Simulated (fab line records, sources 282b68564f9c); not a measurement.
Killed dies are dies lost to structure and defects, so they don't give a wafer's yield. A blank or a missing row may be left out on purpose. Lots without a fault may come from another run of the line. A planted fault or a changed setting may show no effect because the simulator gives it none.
A struck lot beside a sound one | flow rit_cmos | 44 steps out of a route of 202
Sound: wafers L807.1, L807.3, L807.5. Struck: wafers L818.3, L818.4, L818.5. The cause comes at the end.
At each step with rows: each side's tool, then ch and its chambers, then its first start. Under that, the readings that differ: sound wafers | struck wafers | difference of the means | sigmas: that difference in standard deviations of wafers without a fault.
alike: readings whose means differ by less than 2 such deviations, and words and numbers that are the same on both sides. not compared: withheld readings, readings that some wafer has no value for, bounds like >300 that may hide the same value, and numbers for which the record gives no deviation and whose values overlap.
The two part at a step that has a row with sigmas, a row that says differs or no value, or rows on one side only. Numbers that don't overlap but have no deviation are shown without sigmas and don't part them. A reading that every wafer of one side lacks parts them only if that side has two wafers or more.

first, 2 steps without rows for these wafers: RIT_NLDD_HARDBAKE_07 (time 60 s); RIT_NLDD_IMPLANT_08.
RIT_NLDD_STRIP_09: strips in O2, time 180 s.
  sound on plasma_asher-04 ch 1, day 4 16:17; struck on plasma_asher-04 ch 0,1, day 6 19:01
  alike: drypump_motor_current_A, o2_flow_sccm
  not compared: rf_hours_counter_h
RIT_NLDD_TW_MEAS_10:
  sound on film_metro-01, day 4 16:28; struck on film_metro-01, day 6 19:09
  alike: NLDD_TW
then, 6 steps without rows for these wafers: RIT_PLDD_HMDS_00 (prime time 60 s); RIT_PLDD_COAT_01 (resist thk 1000 nm); RIT_PLDD_SOFTBAKE_02 (time 60 s); RIT_PLDD_EXPOSE_03 (exposes mask M8, target cd 40900 nm); RIT_PLDD_PEB_04; RIT_PLDD_DEVELOP_05 (develop time 50 s).
RIT_PLDD_OVL_MEAS_06:
  sound on overlay-01, day 4 19:04; struck on overlay-02, day 6 20:03
  alike: PLDD_OVL
then, 1 step without rows for these wafers: RIT_PLDD_HARDBAKE_07 (time 60 s).
RIT_PLDD_IMPLANT_08:
  sound on implanter-03 ch 0, day 4 19:16; struck on implanter-03 ch 0, day 6 20:16
  reading                   | sound                | struck               | difference | sigmas
  beam_energy_keV           | 19.991 19.992 19.993 | 16.393 16.405 16.393 | -3.595     | -99 or more
  model.implant.rp_nm (nm)  | 17.79 17.79 17.79    | 15.01 15.01 15.01    | -2.78      |
  model.implant.drp_nm (nm) | 9.752 9.752 9.752    | 8.481 8.481 8.481    | -1.271     |
RIT_PLDD_STRIP_09: strips in O2, time 180 s.
  sound on plasma_asher-01 ch 0,1, day 4 19:25; struck on plasma_asher-04 ch 0,1, day 6 20:26
  alike: drypump_motor_current_A, o2_flow_sccm
  not compared: rf_hours_counter_h
RIT_PLDD_TW_MEAS_10:
  sound on film_metro-01, day 4 19:35; struck on film_metro-01, day 6 20:34
  reading | sound          | struck         | difference | sigmas
  PLDD_TW | 2332 2357 2335 | 2212 2226 2222 | -121       | -12
then, 4 steps without rows for these wafers: RIT_SPACER_CLEAN_00 (cleans in SC1, time 600 s); RIT_SPACER_CLEAN_01 (cleans in dHF, time 30 s); RIT_SPACER_CLEAN_02 (cleans in SC2, time 600 s); RIT_SPACER_CVD_03 (deposits Si3N4 from SiH2Cl2/NH3, target thk 250 nm, time 3300 s).
RIT_SPACER_THK_MEAS_04:
  sound on film_metro-03, day 4 21:58; struck on film_metro-02, day 6 23:53
  alike: SPACER_NITRIDE_THK
RIT_SPACER_ETCHBACK_05: etches Si3N4 in SF6/CHF3, stops on SiO2, target depth 250 nm, time 240 s.
  sound on rie_diel-02 ch 0,3, day 4 22:01; struck on rie_diel-03 ch 1,2, day 6 23:56
  alike: drypump_motor_current_A, oes_product_au, throttle_valve_pct
  not compared: rf_hours_counter_h
then, 6 steps without rows for these wafers: RIT_NSD_HMDS_00 (prime time 60 s); RIT_NSD_COAT_01 (resist thk 1000 nm); RIT_NSD_SOFTBAKE_02 (time 60 s); RIT_NSD_EXPOSE_03 (exposes mask M9, target cd 40700 nm); RIT_NSD_PEB_04; RIT_NSD_DEVELOP_05 (develop time 50 s).
RIT_NSD_OVL_MEAS_06:
  sound on overlay-02, day 4 23:09; struck on overlay-01, day 7 01:04
  alike: NSD_OVL
then, 2 steps without rows for these wafers: RIT_NSD_HARDBAKE_07 (time 60 s); RIT_NSD_IMPLANT_08.
RIT_NSD_STRIP_09: strips in O2, time 180 s.
  sound on plasma_asher-03 ch 0,1, day 4 23:29; struck on plasma_asher-01 ch 0,1, day 7 01:27
  alike: drypump_motor_current_A, o2_flow_sccm
  not compared: rf_hours_counter_h
RIT_NSD_TW_MEAS_10:
  sound on film_metro-02, day 4 23:40; struck on film_metro-02, day 7 01:35
  alike: NSD_TW
then, 6 steps without rows for these wafers: RIT_PSD_HMDS_00 (prime time 60 s); RIT_PSD_COAT_01 (resist thk 1000 nm); RIT_PSD_SOFTBAKE_02 (time 60 s); RIT_PSD_EXPOSE_03 (exposes mask M10, target cd 40900 nm); RIT_PSD_PEB_04; RIT_PSD_DEVELOP_05 (develop time 50 s).
RIT_PSD_OVL_MEAS_06:
  sound on overlay-01, day 5 00:45; struck on overlay-01, day 7 02:37
  alike: PSD_OVL
then, 2 steps without rows for these wafers: RIT_PSD_HARDBAKE_07 (time 60 s); RIT_PSD_IMPLANT_08.
RIT_PSD_STRIP_09: strips in O2, time 180 s.
  sound on plasma_asher-04 ch 0,1, day 5 01:05; struck on plasma_asher-01 ch 0,1, day 7 02:59
  alike: drypump_motor_current_A, o2_flow_sccm
  not compared: rf_hours_counter_h
RIT_SDANNEAL_RS_MEAS_06: measures by four-point-probe.
  sound on film_metro-02, day 5 02:00; struck on film_metro-01, day 7 03:52
  reading          | sound             | struck            | difference | sigmas
  PLDD_RS (ohm/sq) | 179.1 178.6 179.9 | 191.9 192.0 191.6 | +12.6      | +24
RIT_M1_PROBE_99:
  sound on prober-01, day 5 09:22; struck on prober-01, day 7 11:03
  reading                             | sound             | struck            | difference | sigmas
  model.etest.pmos_turned.r_on_ohm_um | 3493 3543 3568    | 3969 3944 4015    | +441       |
  model.etest.pmos_0p3.r_on_ohm_um    | 6334 6391 6467    | 6797 6725 6705    | +345       |
  model.etest.pmos_0p15.r_on_ohm_um   | 2795 2810 2821    | 3230 3202 3244    | +417       |
  model.etest.pldd.rs_ohm_sq          | 493.4 494.6 485.7 | 666.4 643.6 676.7 | +171.0     |
  model.etest.pldd.line_ohm_um        | 156.8 156.7 153.2 | 207.3 204.2 213.6 | +52.8      |
  model.etest.pmos_turned.drive_ua_um | 182.7 179.7 180.2 | 159 162.8 159.5   | -20        |
  model.etest.pmos_0p15.drive_ua_um   | 250.6 247.5 243.8 | 216.2 222.1 221.4 | -27.4      |
  model.etest.pmos_narrow.drive_ua_um | 100.2 98.73 97.77 | 93.1 96.18 96.38  | -3.7       |
  alike: killed_at_contacts, killed_at_front_end, killed_dies, killed_open, killed_short

WHERE THEY PART
First at RIT_PLDD_IMPLANT_08; last, within this record, at RIT_SDANNEAL_RS_MEAS_06. Later steps at which nothing parts them and some readings are alike: RIT_M1_PROBE_99.

WHY: what the simulator had put in
Process parameter drift: implanter-03, from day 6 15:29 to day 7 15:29, at RIT_PLDD_IMPLANT_08. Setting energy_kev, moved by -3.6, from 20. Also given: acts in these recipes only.
